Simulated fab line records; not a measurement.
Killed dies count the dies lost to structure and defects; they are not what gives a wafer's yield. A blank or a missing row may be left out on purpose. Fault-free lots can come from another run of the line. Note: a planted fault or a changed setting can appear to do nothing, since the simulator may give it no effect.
fab line records	flow berkeley-cmos170
record lots=6	wafers=18	last-day=12
route steps=331 shown V2@298 M3@309
lots with no fault: from the same line, run without faults
start-h: hours from the record's opening day to when the first of the lot's shown wafers began	wait-h: hours from the lot's prior step to this one	" as in the row above	L1.1+2: one row covering several wafers at once	- no value present, or no start provided	* or withheld: withheld	< > ~ a bound
route shown NAME@n: names a module that has steps shown in the file, with the first one's number in the route	usual: mean and standard deviation over wafers with no fault	same: alike in all rows	chamber/n: place in a boat	sites: readings site by site	_std_site: their standard deviation	_edge_site: mean of outer sites minus mean of inner sites	radius-mm: for every site, how far away it sits from the centre of the wafer	mask NAME#n: copy n	behind: the tool/chamber that last shaped the wafer	hold: why the lot was held/for how many hours/how that ended	device: transistor that didn't switch, given as n, p or np	end of line: the route-end tests of the same wafers	a step with no rows: only its recipe	killed: dies that structure and defects cost at the first sort, which is not the same as the wafer's yield	map: shows each die of a wafer: x if killed, . if not, _ if none is there
set.NAME: the setting the step ran with; set.NAME@STEP: the setting that earlier step ran with	model.NAME: the simulator's own value behind a step, which no gauge read
a table for each step, a row for each wafer; lots at some steps of the route
services: when a tool's chamber went out of use (start-h, in hours from the record's first day, below 0 if earlier), for how many hours, and the reason
## steps
# step UCB170_V2_HMDS_06
# recipe prime-time-s=60	prime-temp-c=100
# step UCB170_V2_COAT_07
# recipe resist=KrF	spin-rpm=1500	resist-thk-nm=900
# step UCB170_V2_SOFTBAKE_08
# recipe resist=KrF	temp-c=130	time-s=60
# step UCB170_V2_EXPOSE_09
# recipe mask-id=VIA2	target-cd-nm=700	na=0.5	sigma-outer=0.6	source-shape=conventional	dose-mj=37
# step UCB170_V2_PEB_10
# recipe peb-temp-c=130	peb-time-s=withheld	resist=KrF
# step UCB170_V2_DEVELOP_11
# recipe developer=TMAH	develop-time-s=45	resist=KrF	dev-temp-c=21
# step UCB170_V2_CD_MEAS_12
# recipe target-cd-nm=700
# usual cd-nm=699.8/1.4
lot.wafer	tool	chamber	start-h	wait-h	cd-nm
L684.4	cd-sem-02	-	168.13	-	700.1
L684.5	"	-	"	"	702.2
L684.6	"	-	"	"	701.6
L687.2	cd-sem-02	-	179.52	-	698.3
L687.4	"	-	"	"	699.7
L687.6	"	-	"	"	698.7
L697.3	cd-sem-01	-	222.42	-	700.1
L697.4	"	-	"	"	700.2
L697.5	"	-	"	"	699.5
L696.2	cd-sem-02	-	232.95	-	699.1
L696.4	"	-	"	"	700.3
L696.5	"	-	"	"	698.9
L701.1	cd-sem-02	-	253.40	-	699.7
L701.3	"	-	"	"	698.7
L701.5	"	-	"	"	699.1
L706.2	cd-sem-01	-	275.05	-	700.3
L706.3	"	-	"	"	698.5
L706.6	"	-	"	"	697.5
# step UCB170_V2_OVL_MEAS_13
# usual V2_OVL=1/5.6
lot.wafer	tool	chamber	start-h	wait-h	V2_OVL[nm]
L684.4	overlay-02	-	168.21	0.1	0
L684.5	"	-	"	"	6
L684.6	"	-	"	"	5
L687.2	overlay-02	-	179.63	0.1	1
L687.4	"	-	"	"	-1
L687.6	"	-	"	"	2
L697.3	overlay-02	-	222.52	0.1	-2
L697.4	"	-	"	"	-3
L697.5	"	-	"	"	-6
L696.2	overlay-02	-	233.05	0.1	-5
L696.4	"	-	"	"	4
L696.5	"	-	"	"	1
L701.1	overlay-02	-	253.52	0.1	-8
L701.3	"	-	"	"	-3
L701.5	"	-	"	"	-11
L706.2	overlay-02	-	275.15	0.1	-3
L706.3	"	-	"	"	-5
L706.6	"	-	"	"	-5
# step UCB170_V2_ETCH_14
# recipe chemistry=CHF3/CF4/Ar	target=SiO2	stop-on=Al	CHF3_flow_sccm=45	cf4-flow-sccm=15	Ar_flow_sccm=150	pressure-mtorr=200	rf-w=679.8	target-depth-a=12500	over-etch-frac=0.25	time-s=291
# usual drypump-motor-current-A=6.0/0.46	oes-product-au=0.875/0.012	throttle-valve-pct=6.91/0.15
# same over-etch-frac=0.25
lot.wafer	tool	chamber	start-h	wait-h	drypump-motor-current-A	oes-product-au	rf-hours-counter-h	throttle-valve-pct
L684.4	rie-diel-03	2	168.31	0.1	6.3	0.894	-	6.82
L684.5	"	0	"	"	5.8	0.875	-	7.15
L684.6	"	2	"	"	6.3	0.892	-	6.82
L687.2	rie-diel-04	3	179.66	0.0	6.7	0.878	54	6.83
L687.4	"	1	"	"	6.4	0.865	37	6.91
L687.6	"	3	"	"	6.7	0.879	-	6.83
L697.3	rie-diel-04	1	222.54	0.0	6.4	0.858	39	6.90
L697.4	"	0	"	"	6.5	0.898	36	6.79
L697.5	"	2	"	"	5.3	0.888	-	6.98
L696.2	rie-diel-03	2	233.08	0.0	6.3	0.892	18	6.83
L696.4	"	3	"	"	6.4	0.874	-	6.82
L696.5	"	2	"	"	6.3	0.884	-	6.82
L701.1	rie-diel-03	0	253.55	0.0	5.8	0.878	2	7.15
L701.3	"	2	"	"	6.3	0.894	19	6.81
L701.5	"	2	"	"	6.3	0.895	-	6.82
L706.2	rie-diel-02	1	275.18	0.0	5.6	0.866	11	6.80
L706.3	"	2	"	"	5.5	0.863	23	7.20
L706.6	"	1	"	"	5.6	0.881	-	6.79
# step UCB170_V2_STRIP_15
# recipe chemistry=O2	power-w=400	pressure-mtorr=3500	platen-temp-c=withheld	o2-flow-sccm=400	overash-fraction=0.5
# usual drypump-motor-current-A=5.80/0.13	oes-product-au=0.722/0.005	strip-time-to-endpoint-s=15.40/0.11
lot.wafer	tool	chamber	start-h	wait-h	drypump-motor-current-A	oes-product-au	rf-hours-counter-h	strip-time-to-endpoint-s
L684.4	plasma-asher-04	1	168.53	0.1	5.79	0.723	-	15.42
L684.5	"	0	"	"	5.64	0.724	-	15.39
L684.6	"	1	"	"	5.76	0.720	-	15.42
L687.2	plasma-asher-01	0	179.84	0.1	5.89	0.718	8	15.57
L687.4	"	1	"	"	5.98	0.723	-	15.51
L687.6	"	0	"	"	5.90	0.725	-	15.58
L697.3	plasma-asher-04	0	222.75	0.1	5.61	0.720	-	15.58
L697.4	"	1	"	"	5.77	0.718	-	15.18
L697.5	"	0	"	"	5.60	0.726	-	15.30
L696.2	plasma-asher-01	1	233.26	0.1	5.97	0.717	13	15.33
L696.4	"	0	"	"	5.90	0.721	-	15.45
L696.5	"	0	"	"	5.92	0.720	-	15.27
L701.1	plasma-asher-01	1	253.73	0.1	5.98	0.726	17	15.51
L701.3	"	1	"	"	5.98	0.720	-	15.35
L701.5	"	0	"	"	5.90	0.719	-	15.35
L706.2	plasma-asher-04	1	275.36	0.1	5.79	0.726	50	15.23
L706.3	"	0	"	"	5.63	0.725	-	15.41
L706.6	"	1	"	"	5.78	0.721	-	15.31
# step UCB170_V2_CD_MEAS_90
# recipe target-cd-nm=700
# usual cd-nm=699.6/1.4
lot.wafer	tool	chamber	start-h	wait-h	cd-nm
L684.4	cd-sem-01	-	168.65	0.1	698.9
L684.5	"	-	"	"	701.2
L684.6	"	-	"	"	700.2
L687.2	cd-sem-01	-	179.96	0.1	697.3
L687.4	"	-	"	"	699.8
L687.6	"	-	"	"	697.8
L697.3	cd-sem-01	-	222.86	0.1	699.6
L697.4	"	-	"	"	701.0
L697.5	"	-	"	"	699.0
L696.2	cd-sem-02	-	233.38	0.1	697.3
L696.4	"	-	"	"	700.2
L696.5	"	-	"	"	696.6
L701.1	cd-sem-02	-	253.88	0.1	700.6
L701.3	"	-	"	"	697.0
L701.5	"	-	"	"	698.2
L706.2	cd-sem-01	-	275.48	0.1	701.3
L706.3	"	-	"	"	697.2
L706.6	"	-	"	"	698.7
# step UCB170_M3_PRE_CLEAN_00
# recipe gas=Ar	preclean-etch-time-s=60
# step UCB170_M3_SPUTTER_01
# recipe material=Al	target-thk-nm=900	time-s=120	power-w=6000	chamber-pressure-pa=0.5
# usual throttle-valve-pct=30.3/1
lot.wafer	tool	chamber	start-h	wait-h	throttle-valve-pct
L684.4	pvd-sputter-02	-	168.78	0.0	29.1
L684.5	"	-	"	"	29.0
L684.6	"	-	"	"	30.1
L687.2	pvd-sputter-01	-	180.12	0.0	31.9
L687.4	"	-	"	"	30.1
L687.6	"	-	"	"	30.1
L697.3	pvd-sputter-04	-	223.01	0.0	31.3
L697.4	"	-	"	"	29.0
L697.5	"	-	"	"	30.2
L697.3	pvd-sputter-04	-	223.26	0.2	31.1
L697.4	"	-	"	"	28.7
L697.5	"	-	"	"	30.1
L696.2	pvd-sputter-01	-	233.55	0.0	32.0
L696.4	"	-	"	"	30.1
L696.5	"	-	"	"	32.1
L696.2	pvd-sputter-01	-	233.80	0.2	31.6
L696.4	"	-	"	"	30.0
L696.5	"	-	"	"	32.0
L701.1	pvd-sputter-04	-	254.06	0.0	29.9
L701.3	"	-	"	"	30.4
L701.5	"	-	"	"	28.9
L706.2	pvd-sputter-02	-	275.65	0.0	29.1
L706.3	"	-	"	"	30.0
L706.6	"	-	"	"	29.1
# step UCB170_M3_RS_MEAS_02
# recipe thk-meas-gauge=four-point-probe	reads=Al_of_M3_SPUTTER_01
# usual M3_AL_RS=0.0323/0.00036
lot.wafer	tool	chamber	start-h	wait-h	M3_AL_RS[ohm/sq]
L684.4	film-metro-01	-	168.92	0.1	0.0318
L684.5	"	-	"	"	0.0318
L684.6	"	-	"	"	0.0318
L687.2	film-metro-01	-	180.23	0.1	0.0322
L687.4	"	-	"	"	0.0321
L687.6	"	-	"	"	0.0320
L697.3	film-metro-03	-	223.38	0.1	0.0163
L697.4	"	-	"	"	0.0161
L697.5	"	-	"	"	0.0160
L696.2	film-metro-03	-	233.90	0.1	0.0161
L696.4	"	-	"	"	0.0161
L696.5	"	-	"	"	0.0161
L701.1	film-metro-02	-	254.15	0.0	0.0326
L701.3	"	-	"	"	0.0320
L701.5	"	-	"	"	0.0324
L706.2	film-metro-01	-	275.75	0.1	0.0326
L706.3	"	-	"	"	0.0325
L706.6	"	-	"	"	0.0323
# step UCB170_M3_THK_MEAS_03
# recipe thk-meas-gauge=xrf	reads=Al_of_M3_SPUTTER_01
# usual M3_AL_THK=896/11
lot.wafer	tool	chamber	start-h	wait-h	M3_AL_THK[nm]
L684.4	film-metro-01	-	169.01	0.1	910
L684.5	"	-	"	"	910
L684.6	"	-	"	"	909
L687.2	film-metro-01	-	180.34	0.1	898
L687.4	"	-	"	"	904
L687.6	"	-	"	"	908
L697.3	film-metro-03	-	223.48	0.1	1762
L697.4	"	-	"	"	1767
L697.5	"	-	"	"	1789
L696.2	film-metro-03	-	234.01	0.1	1781
L696.4	"	-	"	"	1772
L696.5	"	-	"	"	1788
L701.1	film-metro-02	-	254.27	0.1	880
L701.3	"	-	"	"	894
L701.5	"	-	"	"	889
L706.2	film-metro-01	-	275.86	0.1	893
L706.3	"	-	"	"	897
L706.6	"	-	"	"	899
# step UCB170_M3_HMDS_04
# recipe prime-time-s=60	prime-temp-c=100
# step UCB170_M3_COAT_05
# recipe resist=KrF	spin-rpm=1500	resist-thk-nm=900
# step UCB170_M3_SOFTBAKE_06
# recipe resist=KrF	temp-c=130	time-s=60
# step UCB170_M3_STRIP_07
# recipe chemistry=O2	power-w=400	pressure-mtorr=3500	platen-temp-c=withheld	o2-flow-sccm=400	overash-fraction=0.5
# usual drypump-motor-current-A=5.5/0.49	oes-product-au=0.734/0.0051	strip-time-to-endpoint-s=21.96/0.057
lot.wafer	tool	chamber	start-h	wait-h	drypump-motor-current-A	oes-product-au	rf-hours-counter-h	strip-time-to-endpoint-s
L684.4	plasma-asher-01	1	169.53	0.1	6.0	0.738	-	21.99
L684.5	"	1	"	"	6.0	0.736	-	21.94
L684.6	"	0	"	"	5.9	0.734	-	22.02
L687.2	plasma-asher-01	1	180.99	0.1	6.0	0.737	9	21.94
L687.4	"	1	"	"	6.0	0.731	-	22.02
L687.6	"	0	"	"	5.9	0.731	-	22.06
L697.3	plasma-asher-01	1	224.05	0.1	5.9	0.722	-	22.03
L697.4	"	0	"	"	5.9	0.735	-	22.04
L697.5	"	0	"	"	5.9	0.735	-	22.03
L696.2	plasma-asher-01	1	234.56	0.1	6.0	0.728	14	21.97
L696.4	"	0	"	"	5.9	0.735	-	22.06
L696.5	"	0	"	"	5.8	0.733	-	22.01
L701.1	plasma-asher-02	0	254.78	0.1	5.7	0.722	52	21.92
L701.3	"	1	"	"	6.0	0.733	-	21.86
L701.5	"	0	"	"	5.7	0.743	-	21.90
L706.2	plasma-asher-02	1	276.41	0.1	6.0	0.736	54	21.89
L706.3	"	1	"	"	6.0	0.738	-	21.96
L706.6	"	1	"	"	6.0	0.730	-	21.94
# step UCB170_M3_STRIP_08
# recipe chemistry=DMSO	temp-c=80	time-s=600	material=KrF
# step UCB170_M3_COAT_09
# recipe resist=BARC	temp-c=withheld	time-s=withheld	spin-rpm=3000	resist-thk-nm=withheld
# step UCB170_M3_COAT_10
# recipe resist=KrF	spin-rpm=1500	resist-thk-nm=900
# step UCB170_M3_SOFTBAKE_11
# recipe resist=KrF	temp-c=130	time-s=60
# step UCB170_M3_EXPOSE_12
# recipe mask-id=METAL3	target-cd-nm=700	na=0.5	sigma-outer=0.6	source-shape=conventional	dose-mj=26
# step UCB170_M3_PEB_13
# recipe peb-temp-c=130	peb-time-s=withheld	resist=KrF
# step UCB170_M3_DEVELOP_14
# recipe developer=TMAH	develop-time-s=45	resist=KrF	dev-temp-c=21
# step UCB170_M3_CD_MEAS_15
# recipe target-cd-nm=700
# usual cd-nm=700.5/1.2
lot.wafer	tool	chamber	start-h	wait-h	cd-nm
L684.4	cd-sem-01	-	170.84	-	701.8
L684.5	"	-	"	"	702.1
L684.6	"	-	"	"	701.7
L687.2	cd-sem-01	-	182.56	-	698.9
L687.4	"	-	"	"	699.5
L687.6	"	-	"	"	700.6
L697.3	cd-sem-02	-	225.45	-	700.7
L697.4	"	-	"	"	700.7
L697.5	"	-	"	"	700.2
L696.2	cd-sem-02	-	238.91	-	700.8
L696.4	"	-	"	"	700.4
L696.5	"	-	"	"	701.0
L701.1	cd-sem-01	-	256.02	-	700.7
L701.3	"	-	"	"	700.6
L701.5	"	-	"	"	701.4
L706.2	cd-sem-01	-	278.18	-	697.7
L706.3	"	-	"	"	698.4
L706.6	"	-	"	"	697.8
# step UCB170_M3_OVL_MEAS_16
# usual M3_OVL=0/5.3
lot.wafer	tool	chamber	start-h	wait-h	M3_OVL[nm]
L684.4	overlay-02	-	170.92	0.1	8
L684.5	"	-	"	"	11
L684.6	"	-	"	"	7
L687.2	overlay-02	-	182.66	0.1	-2
L687.4	"	-	"	"	0
L687.6	"	-	"	"	4
L697.3	overlay-02	-	225.54	0.1	2
L697.4	"	-	"	"	-10
L697.5	"	-	"	"	-7
L696.2	overlay-01	-	239.02	0.1	-9
L696.4	"	-	"	"	-9
L696.5	"	-	"	"	-4
L701.1	overlay-02	-	256.14	0.1	-7
L701.3	"	-	"	"	-7
L701.5	"	-	"	"	-1
L706.2	overlay-02	-	278.28	0.1	-4
L706.3	"	-	"	"	5
L706.6	"	-	"	"	1
# step UCB170_M3_ETCH_17
# recipe chemistry=N2/H2	target-depth-a=withheld	overetch-a=withheld	target=BARC	time-s=withheld	source-w=500	bias-w=100	pressure-mtorr=30	n2-flow-sccm=100	h2-flow-sccm=200
# usual drypump-motor-current-A=6.1/0.47	h2-flow-sccm=200.0/0.61	oes-product-au=1.010/0.022	throttle-valve-pct=13.25/0.16
lot.wafer	tool	chamber	start-h	wait-h	drypump-motor-current-A	h2-flow-sccm	oes-product-au	throttle-valve-pct
L684.4	rie-diel-04	1	170.96	0.0	6.4	200.1	0.973	13.30
L684.5	"	0	"	"	6.5	200.7	1.057	13.19
L684.6	"	3	"	"	6.7	200.5	1.008	13.04
L687.2	rie-diel-03	0	182.69	0.0	5.7	199.5	1.015	13.58
L687.4	"	1	"	"	5.2	200.3	0.990	13.45
L687.6	"	1	"	"	5.2	200.0	0.993	13.46
L697.3	rie-diel-03	2	225.56	0.0	6.3	200.2	1.019	13.09
L697.4	"	0	"	"	5.8	200.0	1.025	13.60
L697.5	"	0	"	"	5.8	200.2	1.017	13.60
L696.2	rie-diel-03	0	239.05	0.0	5.8	199.6	1.016	13.60
L696.4	"	3	"	"	6.3	199.2	0.987	13.11
L696.5	"	0	"	"	5.8	199.7	1.010	13.61
L701.1	rie-diel-04	3	256.17	0.0	6.7	199.9	1.001	13.04
L701.3	"	0	"	"	6.5	200.6	1.049	13.20
L701.5	"	1	"	"	6.5	200.3	0.976	13.29
L706.2	rie-diel-04	0	278.31	0.0	6.5	198.7	1.052	13.21
L706.3	"	1	"	"	6.4	199.9	0.972	13.29
L706.6	"	0	"	"	6.5	199.3	1.056	13.18
# step UCB170_M3_METAL_ETCH_18
# recipe chemistry=Cl2/BCl3	target=Al	stop-on=SiO2	pressure-mtorr=12	target-depth-a=11700	over-etch-frac=0.3	time-s=198.8	icp-w=600	bias-w=120	Cl2_flow_sccm=90	bcl3-flow-sccm=45
# usual drypump-motor-current-A=5.7/0.34	oes-product-au=0.849/0.015	throttle-valve-pct=24.35/0.22
# same over-etch-frac=0.3
lot.wafer	tool	chamber	start-h	wait-h	drypump-motor-current-A	oes-product-au	rf-hours-counter-h	throttle-valve-pct	model.etch.depth-nm	model.M3.feature-depth-nm
L684.4	rie-metal-02	1	171.04	-	5.4	0.843	-	24.68	910	965.6
L684.5	"	0	"	"	6.1	0.850	-	24.11	912.8	970.5
L684.6	"	1	"	"	5.4	0.848	-	24.69	910.1	966.5
L687.2	rie-metal-02	0	182.73	-	6.1	0.838	21	24.11	900.7	958
L687.4	"	0	"	"	6.1	0.834	-	24.10	901.7	959
L687.6	"	0	"	"	6.1	0.846	-	24.09	904.6	962
L697.3	rie-metal-02	1	225.67	-	5.4	0.974	-	24.63	1165	1165
L697.4	"	0	"	"	6.1	0.983	-	24.22	1186	1186
L697.5	"	1	"	"	5.4	0.982	-	24.64	1171	1171
L696.2	rie-metal-03	1	239.09	-	6.0	0.978	12	24.23	1197	1197
L696.4	"	1	"	"	6.0	0.986	-	24.23	1192	1192
L696.5	"	1	"	"	6.0	0.975	-	24.24	1187	1187
L701.1	rie-metal-03	1	256.22	-	6.0	0.828	12	24.31	887.6	946.2
L701.3	"	1	"	"	6.1	0.838	-	24.31	902.3	960.9
L701.5	"	1	"	"	6.0	0.836	-	24.31	895	953.6
L706.2	rie-metal-03	1	278.35	-	6.0	0.823	13	24.30	890	948.6
L706.3	"	1	"	"	6.0	0.829	-	24.30	892.1	950.7
L706.6	"	0	"	"	5.7	0.861	-	24.00	895.9	953.5
# step UCB170_M3_STRIP_19
# recipe chemistry=O2	power-w=400	pressure-mtorr=3500	platen-temp-c=withheld	o2-flow-sccm=400	overash-fraction=0.5
# usual drypump-motor-current-A=5.4/0.51	oes-product-au=0.526/0.015
lot.wafer	tool	chamber	start-h	wait-h	drypump-motor-current-A	oes-product-au	rf-hours-counter-h
L684.4	plasma-asher-01	0	171.20	0.1	5.9	0.550	-
L684.5	"	0	"	"	5.9	0.522	-
L684.6	"	1	"	"	6.0	0.549	-
L687.2	plasma-asher-03	0	182.99	0.2	5.1	0.534	47
L687.4	"	0	"	"	5.1	0.527	-
L687.6	"	1	"	"	4.8	0.530	-
L697.3	plasma-asher-01	1	225.82	0.1	6.0	0.550	-
L697.4	"	0	"	"	5.9	0.526	-
L697.5	"	1	"	"	6.0	0.534	-
L696.2	plasma-asher-01	1	239.27	0.1	5.9	0.529	14
L696.4	"	1	"	"	5.9	0.521	-
L696.5	"	1	"	"	6.0	0.527	-
L701.1	plasma-asher-03	0	256.40	0.1	5.1	0.522	55
L701.3	"	0	"	"	5.1	0.525	-
L701.5	"	0	"	"	5.1	0.519	-
L706.2	plasma-asher-02	1	278.54	0.1	6.0	0.518	55
L706.3	"	1	"	"	6.0	0.513	-
L706.6	"	0	"	"	5.7	0.524	-
## services
tool	chamber	start-h	hours	kind
rie-metal-03	-	147.10	0.5	repair
rie-diel-04	2	147.84	1.6	repair
rie-diel-03	1	151.84	20.0	repair
rie-diel-04	2	157.10	15.3	repair
rie-metal-03	0	163.39	2.5	repair
rie-diel-02	2	169.75	3.6	repair
rie-metal-03	-	175.30	2.7	repair
rie-diel-02	3	177.17	8.4	repair
plasma-asher-02	-	177.31	14.6	pm
rie-diel-03	-	179.98	0.2	repair
plasma-asher-01	-	181.24	4.2	repair
rie-diel-03	-	184.42	0.3	repair
rie-diel-02	0	189.04	50.2	repair
plasma-asher-03	-	193.10	0.9	repair
rie-diel-03	0	200.83	-	clean
rie-diel-03	0	200.83	22.8	scheduled-down
rie-diel-03	0	200.83	22.8	vent-cycle
plasma-asher-01	-	214.13	1.8	repair
rie-diel-03	1	227.97	-	clean
rie-diel-03	1	227.97	30.1	scheduled-down
plasma-asher-02	-	228.35	25.9	pm
rie-metal-02	-	254.19	2.8	pm
rie-diel-04	2	265.94	4.8	repair
rie-diel-04	3	270.18	8.4	repair
## key
first-sign step=UCB170_M3_SPUTTER_01	reading=visit	direction=added
effect step=UCB170_M3_RS_MEAS_02	reading=M3_AL_RS	direction=down	sigmas=44	usual=0.0323	struck=0.0161
effect step=UCB170_M3_THK_MEAS_03	reading=M3_AL_THK	direction=up	sigmas=82	usual=896	struck=1777
effect step=UCB170_M3_METAL_ETCH_18	reading=oes-product-au	direction=up	sigmas=8.6	usual=0.849	struck=0.980
model-effect step=UCB170_M3_METAL_ETCH_18	value=etch.depth-nm	without=890.2	struck=1183
model-effect step=UCB170_M3_PROBE_99	value=etest.antenna-m3.over-limit	without=0	struck=1
met-at UCB170_M3_SPUTTER_01
struck-wafers L696.2,L696.4,L696.5,L697.3,L697.4,L697.5
later-rows-left-out L696.2,L696.4,L696.5,L697.3,L697.4,L697.5
sort-left-out L696.2,L696.4,L696.5,L697.3,L697.4,L697.5
fault kind=repeated-step-whole	tool=pvd-sputter-01,pvd-sputter-02,pvd-sputter-04	chamber=-	onset-h=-	steps=UCB170_M3_SPUTTER_01	times=1	scope=struck-lots-only
# sort-left-out: the simulated sort isn't trusted on such a fault, so these wafers' sort isn't shown, and their yield isn't known
# later-rows-left-out: the simulator's readings of these wafers behind a module that went badly wrong aren't trusted and aren't shown, but for the sort
